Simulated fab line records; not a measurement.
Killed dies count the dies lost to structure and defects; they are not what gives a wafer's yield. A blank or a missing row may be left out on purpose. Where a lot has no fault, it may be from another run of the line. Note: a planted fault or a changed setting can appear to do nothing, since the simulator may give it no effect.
fab line records | flow ritCmos
record: lots: 14 | wafers: 42 | lastDay: 8
route steps=202 shown ACTIVE@1 WELLDRIVE@50 NWELL@51 PWELL@52 M1@186
lots that met no fault: from a run of the same line without faults
startH: hours from the record's opening day to when the first of the lot's shown wafers began | waitH: how many hours have passed since the lot's step before this one | " unchanged from the row above | L1.1+2: a row that stands for several wafers | - no value present, or no start provided | * or withheld: withheld | < > ~ a bound
route shown NAME@n: a module of which the file shows steps, and the number in the route of the first | usual: mean and standard deviation over wafers with no fault | same: alike in all rows | chamber/n: place in a boat | sites: each site's reading | _std_site: how widely they spread, as a standard deviation | _edge_site: outer sites' mean less inner sites' | radiusMm: for every site, how far away it sits from the centre of the wafer | mask NAME#n: copy n | behind: tool/chamber where the wafer was last shaped | hold: why the lot went on hold/how many hours it stayed there/how the hold came to an end | device: the transistor (n, p or np) that didn't switch | end of line: tests run on the same wafers once the route is complete | where a step has no rows: the recipe by itself | killed: not the wafer's yield, but the dies lost to structure and defects at the first sort | map: the dies of a wafer, with x for killed, . for not killed, _ for no die there
set.NAME: the setting the step ran with; set.NAME@STEP: the setting that earlier step ran with | model.NAME: the simulator's own value behind a step, which no gauge read
the route's steps for a sample of lots (tables are steps, rows are wafers)
services: from which hour (startH, from the record's first day; less than 0 if before it) a tool's chamber was out of use, for how many hours, and why
== steps ==
step: RIT_ACTIVE_BOW_MEAS_00
recipe: mode: bow
usual: INCOMING_BOW: 0/6.9
lot.wafer | tool         | chamber | startH | waitH | INCOMING_BOW[um]
L594.2    | filmMetro-04 | -       | 10.02  | -     | 4
L594.4    | "            | -       | "      | "     | -6
L594.6    | "            | -       | "      | "     | 3
L595.1    | filmMetro-03 | -       | 15.00  | -     | 1
L595.4    | "            | -       | "      | "     | 8
L595.6    | "            | -       | "      | "     | 0
L596.1    | filmMetro-01 | -       | 20.00  | -     | -6
L596.5    | "            | -       | "      | "     | 7
L596.6    | "            | -       | "      | "     | 16
L598.1    | filmMetro-03 | -       | 30.00  | -     | -3
L598.3    | "            | -       | "      | "     | 8
L598.5    | "            | -       | "      | "     | 16
L599.1    | filmMetro-03 | -       | 35.00  | -     | 0
L599.2    | "            | -       | "      | "     | -8
L599.4    | "            | -       | "      | "     | -8
L600.2    | filmMetro-04 | -       | 40.02  | -     | 3
L600.3    | "            | -       | "      | "     | -4
L600.5    | "            | -       | "      | "     | -6
L601.1    | filmMetro-04 | -       | 45.00  | -     | -3
L601.3    | "            | -       | "      | "     | 13
L601.4    | "            | -       | "      | "     | -2
L602.1    | filmMetro-03 | -       | 50.00  | -     | -7
L602.2    | "            | -       | "      | "     | -2
L602.4    | "            | -       | "      | "     | -10
L609.1    | filmMetro-04 | -       | 85.00  | -     | -6
L609.5    | "            | -       | "      | "     | -4
L609.6    | "            | -       | "      | "     | 1
L610.2    | filmMetro-01 | -       | 90.02  | -     | -6
L610.4    | "            | -       | "      | "     | 1
L610.5    | "            | -       | "      | "     | 10
L613.1    | filmMetro-03 | -       | 105.00 | -     | 14
L613.4    | "            | -       | "      | "     | 7
L613.6    | "            | -       | "      | "     | -4
L614.1    | filmMetro-03 | -       | 110.00 | -     | -5
L614.3    | "            | -       | "      | "     | 16
L614.4    | "            | -       | "      | "     | 3
L616.3    | filmMetro-01 | -       | 120.04 | -     | -3
L616.4    | "            | -       | "      | "     | -9
L616.5    | "            | -       | "      | "     | -5
L617.2    | filmMetro-03 | -       | 125.02 | -     | 3
L617.5    | "            | -       | "      | "     | 5
L617.6    | "            | -       | "      | "     | -10
step: RIT_WELLDRIVE_ANNEAL_00
recipe: tempC: 1100 | timeS: 14700 | ambient: N2
usual: runLengthS: 18269/14
lot.wafer | tool       | chamber | startH | waitH | runLengthS
L594.2    | furnace-03 | 0       | 24.75  | 0.0   | 18245
L594.4    | "          | 0       | "      | "     | 18245
L594.6    | "          | 0       | "      | "     | 18245
L595.1    | furnace-03 | 0       | 29.83  | 0.4   | 18247
L595.4    | "          | 0       | "      | "     | 18247
L595.6    | "          | 0       | "      | "     | 18247
L596.1    | furnace-01 | 0       | 33.37  | 0.1   | 18273
L596.5    | "          | 0       | "      | "     | 18273
L596.6    | "          | 0       | "      | "     | 18273
L598.1    | furnace-01 | 0       | 51.29  | 5.9   | 18281
L598.3    | "          | 0       | "      | "     | 18281
L598.5    | "          | 0       | "      | "     | 18281
L599.1    | furnace-01 | 0       | 56.37  | 2.7   | 15340
L599.2    | "          | 0       | "      | "     | 15340
L599.4    | "          | 0       | "      | "     | 15340
L600.2    | furnace-01 | 0       | 62.77  | 2.3   | 15339
L600.3    | "          | 0       | "      | "     | 15339
L600.5    | "          | 0       | "      | "     | 15339
L601.1    | furnace-04 | 0       | 67.34  | 0.4   | 18277
L601.3    | "          | 0       | "      | "     | 18277
L601.4    | "          | 0       | "      | "     | 18277
L602.1    | furnace-03 | 0       | 68.84  | 0.1   | 18250
L602.2    | "          | 0       | "      | "     | 18250
L602.4    | "          | 0       | "      | "     | 18250
L609.1    | furnace-04 | 0       | 100.62 | 0.6   | 18277
L609.5    | "          | 0       | "      | "     | 18277
L609.6    | "          | 0       | "      | "     | 18277
L610.2    | furnace-04 | 0       | 105.70 | 0.7   | 18279
L610.4    | "          | 0       | "      | "     | 18279
L610.5    | "          | 0       | "      | "     | 18279
L613.1    | furnace-03 | 0       | 121.62 | 0.1   | 18259
L613.4    | "          | 0       | "      | "     | 18259
L613.6    | "          | 0       | "      | "     | 18259
L614.1    | furnace-04 | 0       | 125.40 | 0.1   | 18280
L614.3    | "          | 0       | "      | "     | 18280
L614.4    | "          | 0       | "      | "     | 18280
L616.3    | furnace-04 | 0       | 134.31 | 0.0   | 18277
L616.4    | "          | 0       | "      | "     | 18277
L616.5    | "          | 0       | "      | "     | 18277
L617.2    | furnace-01 | 0       | 139.94 | 0.7   | 18270
L617.5    | "          | 0       | "      | "     | 18270
L617.6    | "          | 0       | "      | "     | 18270
step: RIT_WELLDRIVE_RS_MEAS_01
recipe: thkMeasGauge: four-point-probe
usual: NWELL_RS: 275.9/0.65
lot.wafer | tool         | chamber | startH | waitH | NWELL_RS[ohm/sq]
L594.2    | filmMetro-01 | -       | 29.85  | 0.0   | 276.0
L594.4    | "            | -       | "      | "     | 275.3
L594.6    | "            | -       | "      | "     | 275.5
L595.1    | filmMetro-01 | -       | 34.91  | 0.0   | 275.7
L595.4    | "            | -       | "      | "     | 276.1
L595.6    | "            | -       | "      | "     | 275.2
L596.1    | filmMetro-03 | -       | 38.45  | 0.0   | 275.6
L596.5    | "            | -       | "      | "     | 275.3
L596.6    | "            | -       | "      | "     | 275.3
L598.1    | filmMetro-01 | -       | 56.37  | 0.0   | 275.1
L598.3    | "            | -       | "      | "     | 275.6
L598.5    | "            | -       | "      | "     | 275.7
L599.1    | filmMetro-02 | -       | 61.45  | 0.8   | 286.0
L599.2    | "            | -       | "      | "     | 286.5
L599.4    | "            | -       | "      | "     | 287.2
L600.2    | filmMetro-01 | -       | 67.87  | 0.8   | 287.1
L600.3    | "            | -       | "      | "     | 286.8
L600.5    | "            | -       | "      | "     | 286.0
L601.1    | filmMetro-03 | -       | 72.42  | 0.0   | 276.2
L601.3    | "            | -       | "      | "     | 275.5
L601.4    | "            | -       | "      | "     | 275.9
L602.1    | filmMetro-03 | -       | 73.92  | 0.0   | 277.2
L602.2    | "            | -       | "      | "     | 276.9
L602.4    | "            | -       | "      | "     | 276.4
L609.1    | filmMetro-01 | -       | 105.70 | 0.0   | 274.4
L609.5    | "            | -       | "      | "     | 275.5
L609.6    | "            | -       | "      | "     | 275.1
L610.2    | filmMetro-03 | -       | 110.80 | 0.0   | 276.9
L610.4    | "            | -       | "      | "     | 277.2
L610.5    | "            | -       | "      | "     | 277.1
L613.1    | filmMetro-03 | -       | 126.70 | 0.0   | 277.1
L613.4    | "            | -       | "      | "     | 276.2
L613.6    | "            | -       | "      | "     | 276.4
L614.1    | filmMetro-01 | -       | 130.49 | 0.0   | 275.4
L614.3    | "            | -       | "      | "     | 275.6
L614.4    | "            | -       | "      | "     | 275.8
L616.3    | filmMetro-02 | -       | 139.43 | 0.0   | 276.0
L616.4    | "            | -       | "      | "     | 275.4
L616.5    | "            | -       | "      | "     | 276.3
L617.2    | filmMetro-01 | -       | 145.05 | 0.0   | 276.2
L617.5    | "            | -       | "      | "     | 276.1
L617.6    | "            | -       | "      | "     | 275.7
step: RIT_WELLDRIVE_RS_MEAS_02
recipe: thkMeasGauge: four-point-probe
usual: PWELL_RS: 430.1/1.1
lot.wafer | tool         | chamber | startH | waitH | PWELL_RS[ohm/sq]
L594.2    | filmMetro-01 | -       | 29.97  | 0.1   | 430.6
L594.4    | "            | -       | "      | "     | 430.6
L594.6    | "            | -       | "      | "     | 429.4
L595.1    | filmMetro-01 | -       | 35.03  | 0.1   | 429.3
L595.4    | "            | -       | "      | "     | 430.0
L595.6    | "            | -       | "      | "     | 430.6
L596.1    | filmMetro-03 | -       | 38.57  | 0.1   | 431.0
L596.5    | "            | -       | "      | "     | 429.1
L596.6    | "            | -       | "      | "     | 429.9
L598.1    | filmMetro-01 | -       | 56.49  | 0.1   | 430.0
L598.3    | "            | -       | "      | "     | 431.3
L598.5    | "            | -       | "      | "     | 430.4
L599.1    | filmMetro-02 | -       | 61.57  | 0.1   | 441.6
L599.2    | "            | -       | "      | "     | 439.9
L599.4    | "            | -       | "      | "     | 440.1
L600.2    | filmMetro-01 | -       | 67.99  | 0.1   | 441.1
L600.3    | "            | -       | "      | "     | 440.0
L600.5    | "            | -       | "      | "     | 440.9
L601.1    | filmMetro-03 | -       | 72.54  | 0.1   | 430.4
L601.3    | "            | -       | "      | "     | 431.4
L601.4    | "            | -       | "      | "     | 429.5
L602.1    | filmMetro-03 | -       | 74.04  | 0.1   | 431.3
L602.2    | "            | -       | "      | "     | 431.5
L602.4    | "            | -       | "      | "     | 430.0
L609.1    | filmMetro-01 | -       | 105.82 | 0.1   | 428.1
L609.5    | "            | -       | "      | "     | 430.1
L609.6    | "            | -       | "      | "     | 428.6
L610.2    | filmMetro-03 | -       | 110.92 | 0.1   | 431.8
L610.4    | "            | -       | "      | "     | 430.9
L610.5    | "            | -       | "      | "     | 430.1
L613.1    | filmMetro-03 | -       | 126.82 | 0.1   | 430.5
L613.4    | "            | -       | "      | "     | 431.2
L613.6    | "            | -       | "      | "     | 432.1
L614.1    | filmMetro-01 | -       | 130.61 | 0.1   | 430.4
L614.3    | "            | -       | "      | "     | 430.3
L614.4    | "            | -       | "      | "     | 431.3
L616.3    | filmMetro-02 | -       | 139.55 | 0.1   | 429.1
L616.4    | "            | -       | "      | "     | 429.9
L616.5    | "            | -       | "      | "     | 428.5
L617.2    | filmMetro-01 | -       | 145.17 | 0.1   | 428.9
L617.5    | "            | -       | "      | "     | 430.7
L617.6    | "            | -       | "      | "     | 429.9
step: RIT_M1_THK_MEAS_02
recipe: thkMeasGauge: xrf | reads: Al_of_M1_SPUTTER_00
usual: M1_AL_THK: 400/5
lot.wafer | tool         | chamber | startH | waitH | M1_AL_THK[nm]
L594.2    | filmMetro-01 | -       | 61.45  | 0.1   | 393
L594.4    | "            | -       | "      | "     | 399
L594.6    | "            | -       | "      | "     | 391
L595.1    | filmMetro-04 | -       | 62.38  | 0.1   | 406
L595.4    | "            | -       | "      | "     | 406
L595.6    | "            | -       | "      | "     | 404
L596.1    | filmMetro-04 | -       | 74.94  | 0.1   | 394
L596.5    | "            | -       | "      | "     | 399
L596.6    | "            | -       | "      | "     | 389
L598.1    | filmMetro-01 | -       | 85.27  | 0.1   | 406
L598.3    | "            | -       | "      | "     | 401
L598.5    | "            | -       | "      | "     | 404
L599.1    | filmMetro-01 | -       | 91.17  | 0.1   | 408
L599.2    | "            | -       | "      | "     | 407
L599.4    | "            | -       | "      | "     | 402
L600.2    | filmMetro-01 | -       | 98.24  | 0.1   | 396
L600.3    | "            | -       | "      | "     | 391
L600.5    | "            | -       | "      | "     | 393
L602.1    | filmMetro-04 | -       | 100.43 | 0.1   | 397
L602.2    | "            | -       | "      | "     | 405
L602.4    | "            | -       | "      | "     | 400
L601.1    | filmMetro-01 | -       | 100.75 | 0.1   | 405
L601.3    | "            | -       | "      | "     | 407
L601.4    | "            | -       | "      | "     | 404
L609.1    | filmMetro-03 | -       | 132.80 | 0.1   | 405
L609.5    | "            | -       | "      | "     | 396
L609.6    | "            | -       | "      | "     | 399
L610.2    | filmMetro-03 | -       | 136.64 | 0.1   | 396
L610.4    | "            | -       | "      | "     | 393
L610.5    | "            | -       | "      | "     | 395
L613.1    | filmMetro-03 | -       | 159.28 | 0.1   | 400
L613.4    | "            | -       | "      | "     | 399
L613.6    | "            | -       | "      | "     | 400
L614.1    | filmMetro-01 | -       | 159.65 | 0.1   | 399
L614.3    | "            | -       | "      | "     | 399
L614.4    | "            | -       | "      | "     | 403
L616.3    | filmMetro-01 | -       | 173.05 | 0.1   | 409
L616.4    | "            | -       | "      | "     | 400
L616.5    | "            | -       | "      | "     | 409
L617.2    | filmMetro-03 | -       | 177.87 | 0.1   | 396
L617.5    | "            | -       | "      | "     | 397
L617.6    | "            | -       | "      | "     | 402
step: RIT_M1_CD_MEAS_09
recipe: targetCdNm: 2600
usual: cdNm: 2599.7/1.9
lot.wafer | tool     | chamber | startH | waitH | cdNm
L594.2    | cdSem-01 | -       | 62.40  | -     | 2602.1
L594.4    | "        | -       | "      | "     | 2599.5
L594.6    | "        | -       | "      | "     | 2600.5
L595.1    | cdSem-02 | -       | 63.32  | -     | 2599.7
L595.4    | "        | -       | "      | "     | 2599.4
L595.6    | "        | -       | "      | "     | 2599.5
L596.1    | cdSem-01 | -       | 76.04  | -     | 2598.0
L596.5    | "        | -       | "      | "     | 2598.7
L596.6    | "        | -       | "      | "     | 2597.6
L598.1    | cdSem-01 | -       | 86.34  | -     | 2601.1
L598.3    | "        | -       | "      | "     | 2598.5
L598.5    | "        | -       | "      | "     | 2598.1
L599.1    | cdSem-01 | -       | 92.29  | -     | 2601.0
L599.2    | "        | -       | "      | "     | 2600.6
L599.4    | "        | -       | "      | "     | 2599.9
L600.2    | cdSem-02 | -       | 99.51  | -     | 2602.3
L600.3    | "        | -       | "      | "     | 2604.1
L600.5    | "        | -       | "      | "     | 2604.5
L602.1    | cdSem-01 | -       | 101.37 | -     | 2598.3
L602.2    | "        | -       | "      | "     | 2599.4
L602.4    | "        | -       | "      | "     | 2601.1
L601.1    | cdSem-02 | -       | 101.81 | -     | 2598.8
L601.3    | "        | -       | "      | "     | 2598.2
L601.4    | "        | -       | "      | "     | 2601.3
L609.1    | cdSem-01 | -       | 133.76 | -     | 2599.9
L609.5    | "        | -       | "      | "     | 2601.1
L609.6    | "        | -       | "      | "     | 2601.1
L610.2    | cdSem-01 | -       | 137.60 | -     | 2598.9
L610.4    | "        | -       | "      | "     | 2597.6
L610.5    | "        | -       | "      | "     | 2599.3
L613.1    | cdSem-01 | -       | 160.43 | -     | 2598.2
L613.4    | "        | -       | "      | "     | 2599.9
L613.6    | "        | -       | "      | "     | 2600.7
L614.1    | cdSem-02 | -       | 160.67 | -     | 2597.5
L614.3    | "        | -       | "      | "     | 2599.8
L614.4    | "        | -       | "      | "     | 2600.3
L616.3    | cdSem-01 | -       | 174.01 | -     | 2596.7
L616.4    | "        | -       | "      | "     | 2594.9
L616.5    | "        | -       | "      | "     | 2596.9
L617.2    | cdSem-01 | -       | 178.82 | -     | 2599.8
L617.5    | "        | -       | "      | "     | 2601.0
L617.6    | "        | -       | "      | "     | 2600.8
== services ==
tool       | chamber | startH | hours | kind
furnace-04 | -       | 2.91   | 3.8   | pm
furnace-01 | -       | 11.55  | 1.4   | repair
furnace-03 | -       | 43.44  | 3.8   | pm
furnace-01 | -       | 48.56  | 2.7   | pm
furnace-03 | -       | 112.27 | 1.0   | pm
furnace-04 | -       | 139.39 | 3.6   | pm
== key ==
firstSign: step: RIT_WELLDRIVE_ANNEAL_00 | reading: runLengthS | direction: down | sigmas: 99+ | usual: * | struck: *
effect: step: RIT_WELLDRIVE_RS_MEAS_01 | reading: NWELL_RS | direction: up | sigmas: 17 | usual: 275.9 | struck: 286.6
effect: step: RIT_WELLDRIVE_RS_MEAS_02 | reading: PWELL_RS | direction: up | sigmas: 9.5 | usual: 430.1 | struck: 440.6
metAt RIT_WELLDRIVE_ANNEAL_00
struckLots L599,L600
testerLeftOut L599,L600
notActingAt RIT_ACTIVE_BOW_MEAS_00,RIT_M1_THK_MEAS_02,RIT_M1_CD_MEAS_09
fault: kind: processParameterDrift | tool: furnace-01 | chamber: - | onsetH: 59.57 | steps: RIT_WELLDRIVE_ANNEAL_00 | channel: timeS | offset: * | shape: step | endH: 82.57 | actsIn: * | stated: *
testerLeftOut: of these lots the tester's yield and bins aren't shown, on N5 and GAA mostly nor the transistor test; their killed dies are dies lost to structure and defects alone, not to doping, threshold or leakage, so they don't give the yield
